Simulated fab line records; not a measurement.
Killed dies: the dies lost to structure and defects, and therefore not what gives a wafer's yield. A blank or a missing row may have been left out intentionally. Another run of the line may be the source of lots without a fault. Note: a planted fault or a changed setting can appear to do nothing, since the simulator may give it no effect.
fab line records    flow rit_cmos
[record] lots = 14  wafers = 42  last_day = 7
route steps=202 shown ACTIVE@15 NRETRO@62 M1@196
lots that met no fault: taken from a fault-free run of the same line
start_h: the number of hours between the record's first day and the start of the first shown wafer of the lot    wait_h: hours from the lot's prior step to this one    " repeats the value in the row above    L1.1+2: several wafers, shown together as one row    - no value, or no start was given    * or withheld: withheld    < > ~ a bound
route shown NAME@n: NAME is a module with steps in the file, n the number in the route of the first one    usual: mean and standard deviation over wafers with no fault    same: alike in all rows    chamber/n: place in a boat    sites: each site's reading    _std_site: the values' standard deviation    _edge_site: mean of outer sites minus mean of inner sites    radius_mm: for every site, how far away it sits from the centre of the wafer    mask NAME#n: copy n    behind: the most recent tool/chamber to have shaped the wafer    hold: cause of the lot's hold/its duration in hours/its outcome    device: transistor that didn't switch, given as n, p or np    end of line: tests run on the same wafers once the route is complete    step lacking rows: just its recipe    killed: dies that structure and defects cost at the first sort, which is not the same as the wafer's yield    map: a wafer's dies, marking killed ones x, the rest . and places with no die _
set.NAME: the setting as run; set.NAME@STEP: as run at that earlier step    model.NAME: the simulator's own value behind a step, which no gauge read
route steps across a sampled set of lots; one table per step, one row per wafer
services: the hour from which a tool's chamber was out of use, counted from the record's first day as start_h (under 0 if before that day), plus the number of hours and why
[[steps]]
[step RIT_ACTIVE_STRIP_14]
[recipe] chemistry = O2  time_s = 180  resist = NOVOLAK  platen_temp_c = withheld  power_w = 500  pressure_mtorr = 4000  o2_flow_sccm = 4000
[usual] drypump_motor_current_A = 5.5/0.5
lot.wafer  tool             chamber  start_h  wait_h  drypump_motor_current_A  rf_hours_counter_h
L275.1     plasma_asher-04  1        16.97    0.1     6.0                      38
L275.3     "                1        "        "       6.1                      -
L275.4     "                0        "        "       5.0                      -
L276.1     plasma_asher-04  0        22.22    0.1     5.0                      38
L276.2     "                1        "        "       6.0                      38
L276.5     "                0        "        "       4.9                      -
L277.1     plasma_asher-03  1        24.84    0.1     6.0                      35
L277.3     "                0        "        "       5.0                      -
L277.5     "                0        "        "       5.0                      -
L278.1     plasma_asher-03  1        29.97    0.1     6.0                      36
L278.2     "                0        "        "       5.0                      36
L278.6     "                0        "        "       5.0                      -
L279.2     plasma_asher-04  0        34.96    0.1     5.0                      40
L279.4     "                1        "        "       6.0                      -
L279.5     "                0        "        "       5.0                      -
L280.2     plasma_asher-01  0        41.03    0.1     5.1                      41
L280.3     "                1        "        "       5.9                      -
L280.6     "                1        "        "       5.9                      -
L281.1     plasma_asher-01  1        44.97    0.1     6.0                      41
L281.2     "                0        "        "       5.1                      41
L281.3     "                0        "        "       5.1                      -
L286.2     plasma_asher-01  1        69.84    0.1     6.0                      44
L286.3     "                0        "        "       5.1                      -
L286.5     "                0        "        "       5.1                      -
L289.1     plasma_asher-01  0        84.84    0.1     5.1                      45
L289.2     "                1        "        "       6.0                      45
L289.3     "                1        "        "       6.0                      -
L291.2     plasma_asher-03  0        94.96    0.1     5.0                      43
L291.3     "                0        "        "       5.0                      -
L291.5     "                1        "        "       6.0                      -
L293.1     plasma_asher-04  0        104.84   0.1     4.9                      48
L293.4     "                1        "        "       6.0                      -
L293.6     "                0        "        "       4.9                      -
L295.1     plasma_asher-04  0        117.58   0.1     5.0                      49
L295.2     "                1        "        "       6.1                      49
L295.3     "                0        "        "       5.0                      -
L296.2     plasma_asher-04  0        121.27   0.1     5.0                      50
L296.4     "                0        "        "       4.9                      -
L296.5     "                1        "        "       6.1                      -
L298.1     plasma_asher-04  1        130.74   0.1     6.0                      50
L298.5     "                1        "        "       6.1                      -
L298.6     "                0        "        "       5.0                      -
[step RIT_NRETRO_STRIP_09]
[recipe] chemistry = O2  time_s = 180  resist = NOVOLAK  platen_temp_c = withheld  power_w = 500  pressure_mtorr = 4000  o2_flow_sccm = 4000
[usual] drypump_motor_current_A = 5.6/0.38
lot.wafer  tool             chamber  start_h  wait_h  drypump_motor_current_A  rf_hours_counter_h
L275.1     plasma_asher-04  0        31.29    0.1     4.9                      39
L275.3     "                0        "        "       4.9                      -
L275.4     "                1        "        "       6.1                      -
L276.1     plasma_asher-02  1        36.80    0.1     5.7                      24
L276.2     "                0        "        "       5.6                      24
L276.5     "                1        "        "       5.7                      -
L277.1     plasma_asher-04  0        39.90    0.1     5.0                      40
L277.3     "                0        "        "       5.0                      -
L277.5     "                1        "        "       6.1                      -
L278.1     plasma_asher-03  0        44.50    0.1     5.0                      37
L278.2     "                1        "        "       5.9                      37
L278.6     "                1        "        "       6.0                      -
L279.2     plasma_asher-02  0        49.46    0.1     5.6                      25
L279.4     "                1        "        "       5.7                      -
L279.5     "                0        "        "       5.6                      -
L280.2     plasma_asher-03  0        56.66    0.1     5.0                      39
L280.3     "                0        "        "       5.0                      -
L280.6     "                0        "        "       5.0                      -
L281.1     plasma_asher-02  0        60.33    0.1     5.6                      26
L281.2     "                1        "        "       5.7                      26
L281.3     "                1        "        "       5.7                      -
L286.2     plasma_asher-02  1        84.95    0.1     5.7                      29
L286.3     "                0        "        "       5.6                      -
L286.5     "                0        "        "       5.6                      -
L289.1     plasma_asher-03  0        100.07   0.1     5.0                      44
L289.2     "                1        "        "       6.0                      44
L289.3     "                0        "        "       5.0                      -
L291.2     plasma_asher-02  1        110.85   0.1     5.7                      30
L291.3     "                0        "        "       5.6                      -
L291.5     "                0        "        "       5.6                      -
L293.1     plasma_asher-03  1        123.12   0.1     6.0                      0
L293.4     "                1        "        "       6.0                      -
L293.6     "                1        "        "       6.0                      -
L295.1     plasma_asher-04  0        134.77   0.1     4.9                      51
L295.2     "                1        "        "       6.1                      51
L295.3     "                1        "        "       6.1                      -
L296.2     plasma_asher-02  0        140.07   0.1     5.6                      34
L296.4     "                1        "        "       5.7                      -
L296.5     "                1        "        "       5.7                      -
L298.1     plasma_asher-03  0        146.63   0.1     5.0                      2
L298.5     "                0        "        "       5.0                      -
L298.6     "                1        "        "       5.9                      -
[step RIT_M1_METAL_ETCH_12]
[recipe] stop_on = SiO2  chemistry = Cl2/BCl3  target = Al  time_s = 165  over_etch_frac = 0.5  pressure_mtorr = 100  target_depth_a = 6000  rf_w = 250  Cl2_flow_sccm = 60  bcl3_flow_sccm = 50
[usual] drypump_motor_current_A = 5.7/0.62  oes_product_au = 0.764/0.016  run_length_s = 193.9/1.4  throttle_valve_pct = 8.31/0.068
lot.wafer  tool          chamber  start_h  wait_h  drypump_motor_current_A  oes_product_au  rf_hours_counter_h  run_length_s  throttle_valve_pct
L275.1     rie_metal-03  0        57.28    0.2     5.9                      0.747           33                  192.5         8.33
L275.3     "             0        "        "       5.9                      0.755           -                   192.3         8.33
L275.4     "             1        "        "       6.6                      0.767           -                   193.6         8.17
L276.1     rie_metal-04  1        61.52    0.2     4.8                      0.740           1                   193.4         8.31
L276.2     "             0        "        "       5.8                      0.753           1                   193.7         8.35
L276.5     "             1        "        "       4.8                      0.744           -                   193.1         8.32
L277.1     rie_metal-01  0        64.48    0.2     6.0                      0.782           2                   193.1         8.30
L277.3     "             0        "        "       6.0                      0.784           -                   192.9         8.28
L277.5     "             1        "        "       5.0                      0.763           -                   194.2         8.39
L278.1     rie_metal-03  0        69.58    0.2     5.9                      0.760           33                  192.8         8.34
L278.2     "             1        "        "       6.6                      0.767           37                  193.4         8.17
L278.6     "             0        "        "       5.9                      0.764           -                   192.5         8.33
L279.2     rie_metal-04  1        76.16    0.2     4.8                      0.747           1                   192.7         8.31
L279.4     "             0        "        "       5.8                      0.757           -                   193.8         8.35
L279.5     "             1        "        "       4.8                      0.748           -                   193.0         8.32
L280.2     rie_metal-01  1        82.05    0.2     5.0                      0.771           3                   193.9         8.39
L280.3     "             0        "        "       6.0                      0.790           -                   192.9         8.29
L280.6     "             0        "        "       6.1                      0.784           -                   192.8         8.29
L281.1     rie_metal-03  0        84.99    0.2     5.9                      0.762           33                  192.3         8.31
L281.2     "             1        "        "       6.6                      0.758           37                  193.7         8.18
L281.3     "             0        "        "       5.9                      0.756           -                   192.5         8.32
L286.2     rie_metal-01  1        109.41   0.2     5.0                      0.744           3                   202.8         8.40
L286.3     "             1        "        "       5.0                      0.748           -                   202.8         8.40
L286.5     "             0        "        "       6.1                      0.768           -                   202.4         8.30
L289.1     rie_metal-01  1        125.36   0.2     5.0                      0.744           3                   203.2         8.40
L289.2     "             0        "        "       6.1                      0.754           3                   201.9         8.29
L289.3     "             0        "        "       6.1                      0.766           -                   202.2         8.30
L291.2     rie_metal-04  0        142.16   0.2     5.8                      0.749           1                   196.6         8.34
L291.3     "             0        "        "       5.8                      0.748           -                   196.5         8.36
L291.5     "             0        "        "       5.8                      0.749           -                   196.5         8.36
L293.1     rie_metal-04  0        150.61   0.2     5.9                      0.745           2                   196.8         8.36
L293.4     "             1        "        "       4.9                      0.744           -                   195.8         8.31
L293.6     "             0        "        "       5.8                      0.757           -                   196.7         8.35
L295.1     rie_metal-03  0        159.17   0.2     5.9                      0.757           0                   192.5         8.34
L295.2     "             1        "        "       6.6                      0.779           0                   193.4         8.19
L295.3     "             0        "        "       5.9                      0.752           -                   192.3         8.33
L296.2     rie_metal-04  1        164.28   0.2     4.8                      0.764           2                   193.0         8.32
L296.4     "             0        "        "       5.8                      0.767           -                   193.6         8.34
L296.5     "             1        "        "       4.8                      0.768           -                   193.0         8.32
L298.1     rie_metal-03  1        170.67   0.2     6.6                      0.781           0                   193.4         8.17
L298.5     "             1        "        "       6.6                      0.776           -                   193.7         8.18
L298.6     "             0        "        "       5.9                      0.756           -                   192.3         8.32
[step RIT_M1_STRIP_14]
[recipe] chemistry = O2  time_s = 180  platen_temp_c = withheld  power_w = 500  pressure_mtorr = 4000  o2_flow_sccm = 4000
[usual] drypump_motor_current_A = 5.5/0.5
lot.wafer  tool             chamber  start_h  wait_h  drypump_motor_current_A  rf_hours_counter_h
L275.1     plasma_asher-03  0        57.62    0.0     5.0                      39
L275.3     "                0        "        "       5.0                      -
L275.4     "                1        "        "       6.0                      -
L276.1     plasma_asher-04  1        61.86    0.0     6.1                      43
L276.2     "                0        "        "       4.9                      43
L276.5     "                0        "        "       4.9                      -
L277.1     plasma_asher-04  1        64.82    0.0     6.0                      43
L277.3     "                1        "        "       6.0                      -
L277.5     "                1        "        "       6.0                      -
L278.1     plasma_asher-04  0        69.91    0.0     5.0                      44
L278.2     "                1        "        "       6.1                      44
L278.6     "                1        "        "       6.1                      -
L279.2     plasma_asher-04  1        76.50    0.0     6.1                      44
L279.4     "                1        "        "       6.1                      -
L279.5     "                0        "        "       5.0                      -
L280.2     plasma_asher-02  0        82.39    0.0     5.6                      29
L280.3     "                1        "        "       5.7                      -
L280.6     "                1        "        "       5.7                      -
L281.1     plasma_asher-04  0        85.33    0.0     4.9                      45
L281.2     "                1        "        "       6.1                      45
L281.3     "                1        "        "       6.0                      -
L286.2     plasma_asher-04  0        109.74   0.0     5.0                      48
L286.3     "                0        "        "       5.0                      -
L286.5     "                0        "        "       5.0                      -
L289.1     plasma_asher-02  0        125.70   0.0     5.6                      32
L289.2     "                1        "        "       5.7                      32
L289.3     "                0        "        "       5.6                      -
L291.2     plasma_asher-04  0        142.55   0.0     4.9                      52
L291.3     "                0        "        "       5.0                      -
L291.5     "                1        "        "       6.1                      -
L293.1     plasma_asher-03  0        151.01   0.0     5.0                      2
L293.4     "                0        "        "       5.0                      -
L293.6     "                1        "        "       6.0                      -
L295.1     plasma_asher-03  1        159.50   0.0     6.0                      3
L295.2     "                0        "        "       5.0                      3
L295.3     "                1        "        "       6.0                      -
L296.2     plasma_asher-03  1        164.62   0.0     6.0                      4
L296.4     "                1        "        "       6.0                      -
L296.5     "                1        "        "       6.0                      -
L298.1     plasma_asher-04  0        171.01   0.0     4.9                      55
L298.5     "                1        "        "       6.1                      -
L298.6     "                0        "        "       5.0                      -
[step RIT_M1_PROBE_99]
[usual] defect_limited_yield = 97.4/1.1  killed_at_M0_to_M3 = 0.0/0.16  killed_at_contacts = 0.1/0.24  killed_at_front_end = 6.7/2.9  killed_dies = 6.8/2.9  killed_open = 3.5/1.8  killed_short = 3.3/2.1  sort_bin_3_pad_short = 0.1/0.26  sort_bin_5_function = 1.4/0.73  sort_bin_6_memory = 1.0/0.64  sort_n_pass = 257.2/2.9  sort_yield_pct = 97.4/1.1
[same] gross_dies = 264  killed_at_M4_up = 0  killed_at_back_side = 0  killed_at_other = 0
lot.wafer  tool       chamber  start_h  wait_h  defect_limited_yield[%]  killed_at_M0_to_M3  killed_at_contacts  killed_at_front_end  killed_dies  killed_open  killed_short  sort_bin_3_pad_short[%]  sort_bin_5_function[%]  sort_bin_6_memory[%]  sort_n_pass  sort_yield_pct[%]
L275.1     prober-02  -        59.53    0.1     97.3                     1                   0                   6                    7            3            4             0.4                      1.9                     0.4                   257.0        97.3
L275.3     prober-02  -        59.63    0.2     96.2                     0                   0                   10                   10           3            7             0                        1.9                     1.9                   254.0        96.2
L275.4     prober-02  -        59.68    0.2     97.0                     0                   0                   8                    8            2            6             0.4                      1.5                     1.1                   256.0        97.0
L276.1     prober-01  -        63.77    0.1     95.5                     0                   0                   12                   12           7            5             0                        1.9                     2.7                   252.0        95.5
L276.2     prober-01  -        63.82    0.1     98.1                     0                   0                   5                    5            2            3             0                        1.1                     0.8                   259.0        98.1
L276.5     prober-01  -        63.97    0.2     97.0                     0                   0                   8                    8            3            5             0.4                      2.7                     0                     256.0        97.0
L277.1     prober-02  -        66.74    0.1     98.5                     0                   0                   4                    4            0            4             0                        0.4                     1.1                   260.0        98.5
L277.3     prober-02  -        66.84    0.2     96.2                     0                   0                   10                   10           6            3             0                        1.9                     1.9                   254.0        96.2
L277.5     prober-02  -        66.94    0.2     98.1                     0                   0                   5                    5            0            4             0.4                      0.8                     0.8                   259.0        98.1
L278.1     prober-01  -        71.83    0.1     98.9                     0                   0                   3                    3            2            1             0                        0.8                     0.4                   261.0        98.9
L278.2     prober-01  -        71.88    0.1     98.5                     0                   0                   4                    4            4            0             0                        1.1                     0.4                   260.0        98.5
L278.6     prober-01  -        72.08    0.2     99.2                     0                   0                   2                    2            2            0             0                        0                       0.8                   262.0        99.2
L279.2     prober-02  -        78.46    0.1     98.5                     0                   0                   4                    4            3            1             0                        1.1                     0.4                   260.0        98.5
L279.4     prober-02  -        78.56    0.2     97.0                     0                   0                   8                    8            4            4             0.4                      1.5                     1.1                   256.0        97.0
L279.5     prober-02  -        78.61    0.2     96.6                     0                   0                   9                    9            2            7             0.4                      1.5                     1.5                   255.0        96.6
L280.2     prober-01  -        84.35    0.1     97.7                     0                   0                   6                    6            4            2             0                        1.5                     0.8                   258.0        97.7
L280.3     prober-01  -        84.40    0.2     97.3                     0                   0                   7                    7            5            2             0                        1.9                     0.8                   257.0        97.3
L280.6     prober-01  -        84.55    0.2     97.3                     0                   0                   7                    7            5            2             0                        1.9                     0.8                   257.0        97.3
L281.1     prober-02  -        87.25    0.1     98.5                     0                   0                   4                    4            3            1             0                        1.5                     0                     260.0        98.5
L281.2     prober-02  -        87.30    0.1     95.8                     0                   0                   11                   11           3            8             0.4                      1.9                     1.9                   253.0        95.8
L281.3     prober-02  -        87.35    0.2     98.5                     0                   0                   4                    4            1            3             0                        1.5                     0                     260.0        98.5
L286.2     prober-01  -        112.15   0.1     98.1                     0                   0                   5                    5            4            1             0                        0.8                     1.1                   259.0        98.1
L286.3     prober-01  -        112.20   0.2     96.6                     0                   0                   9                    9            4            5             0                        0.8                     2.7                   255.0        96.6
L286.5     prober-01  -        112.30   0.2     95.5                     0                   0                   12                   12           8            4             0                        3.4                     1.1                   252.0        95.5
L289.1     prober-02  -        129.20   0.1     98.5                     0                   0                   4                    4            2            2             0                        1.1                     0.4                   260.0        98.5
L289.2     prober-02  -        129.25   0.1     96.6                     0                   0                   9                    9            3            6             0                        1.5                     1.9                   255.0        96.6
L289.3     prober-02  -        129.30   0.2     98.1                     0                   0                   5                    5            3            2             0.4                      0.8                     0.8                   259.0        98.1
L291.2     prober-02  -        145.16   0.1     98.5                     0                   0                   4                    4            2            2             0                        1.1                     0.4                   260.0        98.5
L291.3     prober-02  -        145.21   0.2     96.2                     0                   0                   10                   10           7            3             0.4                      2.3                     1.1                   254.0        96.2
L291.5     prober-02  -        145.31   0.2     98.1                     0                   0                   5                    5            1            4             0.4                      1.1                     0.4                   259.0        98.1
L293.1     prober-01  -        153.77   0.1     97.3                     0                   0                   7                    7            4            3             0                        0.8                     1.9                   257.0        97.3
L293.4     prober-01  -        153.92   0.2     98.5                     0                   1                   3                    4            3            1             0                        0.8                     0.8                   260.0        98.5
L293.6     prober-01  -        154.02   0.2     97.7                     0                   0                   6                    6            5            1             0                        0.8                     1.5                   258.0        97.7
L295.1     prober-01  -        161.42   0.1     97.0                     0                   0                   8                    8            3            5             0.4                      1.1                     1.5                   256.0        97.0
L295.2     prober-01  -        161.47   0.1     98.5                     0                   0                   4                    4            2            2             0.4                      0.4                     0.8                   260.0        98.5
L295.3     prober-01  -        161.52   0.2     98.1                     0                   0                   5                    5            4            1             0                        1.5                     0.4                   259.0        98.1
L296.2     prober-02  -        166.59   0.1     98.1                     0                   0                   5                    5            4            1             0                        0.8                     1.1                   259.0        98.1
L296.4     prober-02  -        166.69   0.2     94.7                     0                   0                   14                   14           6            8             1.1                      1.5                     2.7                   250.0        94.7
L296.5     prober-02  -        166.74   0.2     96.2                     0                   0                   10                   10           4            6             0                        2.3                     1.5                   254.0        96.2
L298.1     prober-01  -        173.51   0.1     97.0                     0                   0                   8                    8            4            4             0                        1.1                     1.9                   256.0        97.0
L298.5     prober-01  -        173.71   0.2     98.5                     0                   0                   4                    4            1            3             0                        1.1                     0.4                   260.0        98.5
L298.6     prober-01  -        173.76   0.2     98.5                     0                   0                   4                    4            3            1             0.4                      1.1                     0                     260.0        98.5
// killed by level:class
L275.1 GATE:geometric_particle:short=2 FOX2:geometric_particle:short=1 FOX2:geometric_particle:open=1 GATE:geometric_particle:open=1 SILICIDE:geometric_particle:open=1 M1:geometric_particle:short=1
L275.3 GATE:geometric_particle:short=3 FOX1:geometric_particle:short=1 FOX2:geometric_particle:short=1 GATE:geometric_particle:open=1 REOX:geometric_particle:short=1 SPACER:geometric_particle:short=1 SPACER:geometric_particle:open=1 SILICIDE:geometric_particle:open=1
L275.4 GATE:geometric_particle:short=3 FOX2:geometric_particle:open=1 FOX2:geometric_particle:short=1 REOX:geometric_particle:short=1 SPACER:geometric_particle:short=1 SPACER:geometric_particle:open=1
L276.1 GATE:geometric_particle:open=4 GATE:geometric_particle:short=2 SPACER:geometric_particle:short=2 FOX1:geometric_particle:open=1 REOX:geometric_particle:open=1 SPACER:geometric_particle:open=1 SILICIDE:geometric_particle:short=1
L276.2 FOX1:geometric_particle:short=2 GATE:geometric_particle:open=1 REOX:geometric_particle:open=1 GATE:geometric_particle:short=1
L276.5 SPACER:geometric_particle:short=2 SILICIDE:geometric_particle:open=2 FOX1:geometric_particle:short=1 FOX2:geometric_particle:short=1 GATE:geometric_particle:short=1 REOX:geometric_particle:open=1
L277.1 GATE:geometric_particle:short=2 REOX:geometric_particle:short=1 SPACER:geometric_particle:short=1
L277.3 GATE:geometric_particle:open=4 FOX2:geometric_particle:short=1 GATE:geometric_particle:short=1 REOX:geometric_particle:open=1 REOX:geometric_particle:short=1 SILICIDE:geometric_particle:open=1 PWELL:coat_microbubble_printed=1
L277.5 FOX2:geometric_particle:short=2 REOX:geometric_particle:short=1 SILICIDE:geometric_particle:short=1 PWELL:coat_microbubble_printed=1
L278.1 GATE:geometric_particle:open=1 SPACER:geometric_particle:open=1 SILICIDE:geometric_particle:short=1
L278.2 GATE:geometric_particle:open=2 FOX1:geometric_particle:open=1 SILICIDE:geometric_particle:open=1
L278.6 SPACER:geometric_particle:open=1 SILICIDE:geometric_particle:open=1
L279.2 GATE:geometric_particle:open=1 GATE:geometric_particle:short=1 REOX:geometric_particle:open=1 SPACER:geometric_particle:open=1
L279.4 SPACER:geometric_particle:short=3 SPACER:geometric_particle:open=3 GATE:geometric_particle:open=1 GATE:geometric_particle:short=1
L279.5 GATE:geometric_particle:short=2 REOX:geometric_particle:short=2 SPACER:geometric_particle:short=2 FOX1:geometric_particle:open=1 SPACER:geometric_particle:open=1 SILICIDE:geometric_particle:short=1
L280.2 REOX:geometric_particle:open=2 SILICIDE:geometric_particle:open=2 FOX1:geometric_particle:short=1 GATE:geometric_particle:short=1
L280.3 REOX:geometric_particle:open=2 SILICIDE:geometric_particle:open=2 FOX1:geometric_particle:short=1 GATE:geometric_particle:short=1 SPACER:geometric_particle:open=1
L280.6 GATE:geometric_particle:open=3 FOX1:geometric_particle:short=1 FOX1:geometric_particle:open=1 REOX:geometric_particle:open=1 REOX:geometric_particle:short=1
L281.1 FOX2:geometric_particle:open=1 GATE:geometric_particle:short=1 GATE:geometric_particle:open=1 REOX:geometric_particle:open=1
L281.2 GATE:geometric_particle:short=5 GATE:geometric_particle:open=2 FOX1:geometric_particle:short=1 REOX:geometric_particle:short=1 REOX:geometric_particle:open=1 SILICIDE:geometric_particle:short=1
L281.3 FOX1:geometric_particle:short=1 GATE:geometric_particle:open=1 REOX:geometric_particle:short=1 SILICIDE:geometric_particle:short=1
L286.2 GATE:geometric_particle:open=2 REOX:geometric_particle:open=2 REOX:geometric_particle:short=1
L286.3 GATE:geometric_particle:open=3 GATE:geometric_particle:short=2 REOX:geometric_particle:short=1 SPACER:geometric_particle:open=1 SPACER:geometric_particle:short=1 SILICIDE:geometric_particle:short=1
L286.5 GATE:geometric_particle:open=4 GATE:geometric_particle:short=2 REOX:geometric_particle:open=2 SPACER:geometric_particle:open=2 REOX:geometric_particle:short=1 SILICIDE:geometric_particle:short=1
L289.1 GATE:geometric_particle:short=1 GATE:geometric_particle:open=1 REOX:geometric_particle:short=1 SPACER:geometric_particle:open=1
L289.2 REOX:geometric_particle:open=2 SPACER:geometric_particle:short=2 FOX1:geometric_particle:short=1 FOX2:geometric_particle:short=1 GATE:geometric_particle:short=1 REOX:geometric_particle:short=1 SILICIDE:geometric_particle:open=1
L289.3 GATE:geometric_particle:open=2 GATE:geometric_particle:short=1 REOX:geometric_particle:open=1 SPACER:geometric_particle:short=1
L291.2 FOX1:geometric_particle:open=1 GATE:geometric_particle:open=1 GATE:geometric_particle:short=1 REOX:geometric_particle:short=1
L291.3 GATE:geometric_particle:open=3 REOX:geometric_particle:open=3 SPACER:geometric_particle:short=2 GATE:geometric_particle:short=1 SPACER:geometric_particle:open=1
L291.5 GATE:geometric_particle:short=2 GATE:geometric_particle:open=1 REOX:geometric_particle:short=1 SILICIDE:geometric_particle:short=1
L293.1 SPACER:geometric_particle:open=2 FOX1:geometric_particle:open=1 GATE:geometric_particle:short=1 GATE:geometric_particle:open=1 SPACER:geometric_particle:short=1 SILICIDE:geometric_particle:short=1
L293.4 FOX1:geometric_particle:short=1 GATE:geometric_particle:open=1 SPACER:geometric_particle:open=1 CONTACT:geometric_particle:open=1
L293.6 REOX:geometric_particle:open=2 SPACER:geometric_particle:open=2 FOX2:geometric_particle:open=1 SPACER:geometric_particle:short=1
L295.1 FOX1:geometric_particle:short=2 GATE:geometric_particle:open=2 FOX1:geometric_particle:open=1 GATE:geometric_particle:short=1 REOX:geometric_particle:short=1 SPACER:geometric_particle:short=1
L295.2 GATE:geometric_particle:short=1 GATE:geometric_particle:open=1 SILICIDE:geometric_particle:short=1 SILICIDE:geometric_particle:open=1
L295.3 FOX1:geometric_particle:open=2 FOX1:geometric_particle:short=1 GATE:geometric_particle:open=1 SILICIDE:geometric_particle:open=1
L296.2 SILICIDE:geometric_particle:open=2 FOX1:geometric_particle:open=1 REOX:geometric_particle:short=1 SPACER:geometric_particle:open=1
L296.4 GATE:geometric_particle:short=4 FOX1:geometric_particle:short=3 REOX:geometric_particle:open=3 FOX1:geometric_particle:open=1 GATE:geometric_particle:open=1 REOX:geometric_particle:short=1 SPACER:geometric_particle:open=1
L296.5 GATE:geometric_particle:short=3 GATE:geometric_particle:open=3 SILICIDE:geometric_particle:short=2 FOX1:geometric_particle:short=1 REOX:geometric_particle:open=1
L298.1 GATE:geometric_particle:open=4 REOX:geometric_particle:short=2 GATE:geometric_particle:short=1 SPACER:geometric_particle:short=1
L298.5 FOX1:geometric_particle:short=1 GATE:geometric_particle:short=1 REOX:geometric_particle:open=1 REOX:geometric_particle:short=1
L298.6 FOX2:geometric_particle:open=1 GATE:geometric_particle:open=1 GATE:geometric_particle:short=1 REOX:geometric_particle:open=1
[[services]]
tool             chamber  start_h  hours  kind
rie_metal-04     -        -5.62    20.0   pm
rie_metal-04     0        -5.62    20.0   vent_cycle
rie_metal-04     1        -5.62    20.0   vent_cycle
plasma_asher-02  -        6.35     0.8    repair
rie_metal-04     0        14.38    -      clean
rie_metal-04     1        14.38    -      clean
rie_metal-03     -        38.49    0.1    repair
plasma_asher-02  -        86.70    8.5    repair
plasma_asher-02  -        108.22   1.9    repair
plasma_asher-03  -        108.75   9.0    pm
plasma_asher-03  0        108.75   9.0    vent_cycle
plasma_asher-03  1        108.75   9.0    vent_cycle
rie_metal-04     0        109.02   8.3    repair
rie_metal-01     -        111.20   0.1    repair
plasma_asher-01  -        115.41   1.7    repair
plasma_asher-03  0        117.75   -      clean
plasma_asher-03  1        117.75   -      clean
plasma_asher-04  -        119.81   1.1    repair
plasma_asher-03  -        129.50   4.1    repair
plasma_asher-03  -        135.38   6.6    repair
rie_metal-03     -        136.12   20.0   pm
rie_metal-03     0        136.12   20.0   vent_cycle
rie_metal-03     1        136.12   20.0   vent_cycle
rie_metal-01     0        143.67   9.1    repair
[[key]]
[first_sign] step = RIT_M1_METAL_ETCH_12  reading = run_length_s  direction = up  sigmas = 6.4  usual = *  struck = *
effect none on later readings
met_at RIT_M1_METAL_ETCH_12
struck_lots L286,L289
not_acting_at RIT_ACTIVE_STRIP_14,RIT_NRETRO_STRIP_09,RIT_M1_STRIP_14
onset_between 82.05 109.41
[fault] kind = process_parameter_drift  tool = rie_metal-01  chamber = -  onset_h = 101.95  steps = RIT_M1_METAL_ETCH_12  channel = time_s  offset = *  shape = step  end_h = 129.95  stated = *
